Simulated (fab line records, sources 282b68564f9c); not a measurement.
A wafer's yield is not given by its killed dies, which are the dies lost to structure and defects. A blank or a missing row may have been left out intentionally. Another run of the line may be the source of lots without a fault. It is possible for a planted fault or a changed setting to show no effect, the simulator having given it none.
Problem report, 8D (eight disciplines) form, completed by code -- flow ritCmos -- the parts of the form that need people (team, actions taken, sign-off) are left out

1. WHAT WENT WRONG
M1_AL_RS at RIT_M1_RS_MEAS_01 reads a mean of 0.0793 ohm/sq on 6 wafers of 2 lots; wafers without a fault read 0.0730 ohm/sq with a standard deviation of 0.00067. Measured from the usual mean, that is +9.4 standard deviations.
The step: measures by four-point-probe.
First seen on wafer L324.1, day 5 21:34, on filmMetro-02. The record has a number at this step for 36 wafers belonging to 12 lots. The rule behind "out" and "out of limits": a value lying over 4 standard deviations away from the usual mean. The rest of the wafers with a number are treated as sound.

2. WHAT THIS IS AND IS NOT
question,is,is not
which readings at this step,M1_AL_RS,-
which lots,"L324, L327","L315, L316, L317, L318, L319, L320, L323, L330, L332, L334"
which wafers of those lots,all that have a number,-
read on which gauges,"filmMetro-02, filmMetro-04",filmMetro-01
when,from day 5 21:34,"up to then (21 sound wafers); but 9 sound wafers of L330, L332, L334 came after"

3. WHAT RULES OUT EACH SUSPECT
Counting: any tool at a process step up to the reading is kept as a suspect provided that every lot that is out went through it and no sound lot did after the first of them.
- ruled out: the gauge at RIT_M1_RS_MEAS_01. The wafers that are out were read on 2 gauges (filmMetro-02, filmMetro-04).
- pvdSputter-03 at RIT_M1_SPUTTER_00 (material Al, target thk 400 nm, time 500 s): kept. Every lot that is out went through it, starting with L324 (day 5 21:16), and after that it ran no sound lot; the last sound lot it ran before then is L323 (day 5 17:57).
Left after counting: pvdSputter-03 at RIT_M1_SPUTTER_00.

4. THE CAUSE (what the simulator had put in)
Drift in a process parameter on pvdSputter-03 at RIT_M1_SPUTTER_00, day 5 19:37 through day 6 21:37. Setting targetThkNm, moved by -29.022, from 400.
Counting left only this tool.

5. SEQUENCE OF EFFECTS, ordered by route
Each row: a reading where the mean over the struck wafers with a number is more than 3 standard deviations away from the usual. Only readings for which the record gives a usual standard deviation are gone through. hours: the time from each lot's start at the first step in this table that gives one to its start at this step, as a median over the lots. sigmas: the change in usual standard deviations.
hours,step,reading,usual,on struck wafers,change,sigmas
0,RIT_M1_RS_MEAS_01,M1_AL_RS,0.0730 ohm/sq,0.0793,+0.0063,+9.4
3,RIT_M1_THK_MEAS_02,M1_AL_THK,405 nm,373,-32,-8.5

6. HOW IT WOULD HAVE BEEN CAUGHT EARLIER
Counted from the fault's start at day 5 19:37, it took 2 hours until the first out-of-limits reading at a measuring or inspecting step in this record, taken at day 5 21:34.
Of the tool readings at RIT_M1_SPUTTER_00 for which the record gives a usual standard deviation, none was out on any struck wafer, so an alarm limit of 4 standard deviations on them would not have fired.
L327, from the lots that are out (2), started RIT_M1_SPUTTER_00 on pvdSputter-03 later than day 5 21:34. It would have been spared by a hold on the tool at that moment.
